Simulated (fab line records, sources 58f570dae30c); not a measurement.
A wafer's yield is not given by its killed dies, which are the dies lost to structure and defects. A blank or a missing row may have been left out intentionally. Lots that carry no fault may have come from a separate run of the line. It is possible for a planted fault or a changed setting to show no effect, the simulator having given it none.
A single fault, viewed from 2 desks -- flow berkeley_cmos170 -- each desk holds nothing but its own numbers, with what lay behind them at the end

== TOOL OWNER'S DESK, krf_scanner-02 ==
The tool's own readings at UCB170_PSD_EXPOSE_03 (exposes mask PSELECT MOD, target cd 1200 nm): means of the sampled wafers that have a number, for each lot that ran on this tool. Marked OUT: a lot whose mean sits more than 4 standard deviations from the usual mean, which makes it out of limits; the brackets give that distance.
Columns: A = exposure_dose_mJ_cm2 at UCB170_PSD_EXPOSE_03, usual 29.985; B = focus_offset_nm at UCB170_PSD_EXPOSE_03, usual 0.0 nm
lot,first seen here,A,B
L802,day 6 22:31,30.015,0.6
L804,day 7 20:10,30.015,-0.0
L805,day 7 20:13,29.995,-0.1
L812,day 9 10:05,29.984,-0.1
L815,day 10 07:36,30.002,-0.1
L816,day 10 20:41,31.920 (+74) OUT,-0.1
L818,day 10 21:22,31.538 (+60) OUT,-0.1
Finding of this desk: L816, L818 out of limits; the first was L816 at day 10 20:41, on exposure_dose_mJ_cm2 at UCB170_PSD_EXPOSE_03. In limits: L802, L804, L805, L812, L815.

== FROM THE METROLOGY DESK ==
What the gauges read for every lot (on any tool): the sampled wafers with a number, averaged. Marked OUT: a lot whose mean sits more than 4 standard deviations from the usual mean, which makes it out of limits; the brackets give that distance.
Columns: A = cd_nm at UCB170_NLDD_CD_MEAS_06, usual 1199.4 nm; B = NLDD_TW at UCB170_NLDD_TW_MEAS_11, usual 2210; C = cd_nm at UCB170_PSD_CD_MEAS_06, usual 1200.4 nm
lot,first seen here,A,B,C
L802,day 6 17:10,1198.0,2187,1201.0
L803,day 7 12:10,1200.8,2241,1201.5
L805,day 7 12:26,1200.3,2216,1200.2
L804,day 7 12:44,1196.3,2198,1202.1
L808,day 7 21:11,1199.0,2236,1199.6
L813,day 9 02:13,1199.8,2185,1203.1
L812,day 9 02:26,1198.7,2215,1198.5
L814,day 10 00:05,1201.4,2177,1199.9
L815,day 10 03:22,1198.5,2213,1199.4
L816,day 10 12:22,1196.9,2230,1213.2 (+8.0) OUT
L818,day 10 12:35,1198.3,2210,1208.4 (+5.0) OUT
L817,day 10 12:52,1200.0,2188,1201.1
L823,day 11 20:39,1198.8,2225,1200.7
L825,day 12 04:25,1202.5,2191,1198.9
Finding of this desk: L816, L818 out of limits; the first was L816 at day 10 21:17, on cd_nm at UCB170_PSD_CD_MEAS_06. In limits: L802, L803, L805, L804, L808, L813, L812, L814, L815, L817, L823, L825.

== ALL TOGETHER ==
An alarm could have come from the tool owner's desk at day 10 20:41, on L816, L818.
An alarm was possible from the metrology desk at day 10 21:17, on L816, L818.
On krf_scanner-02, each named lot ran UCB170_PSD_EXPOSE_03.

== WHAT THE SIMULATOR HAD INSERTED ==
Process parameter drift: krf_scanner-02, from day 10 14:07 on, at UCB170_PSD_EXPOSE_03. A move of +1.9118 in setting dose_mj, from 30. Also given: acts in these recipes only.
Lots struck among those shown: L816, L818.
Time in hours from fault onset to the first out-of-limits reading at each desk: tool owner's desk 7, metrology desk 7.
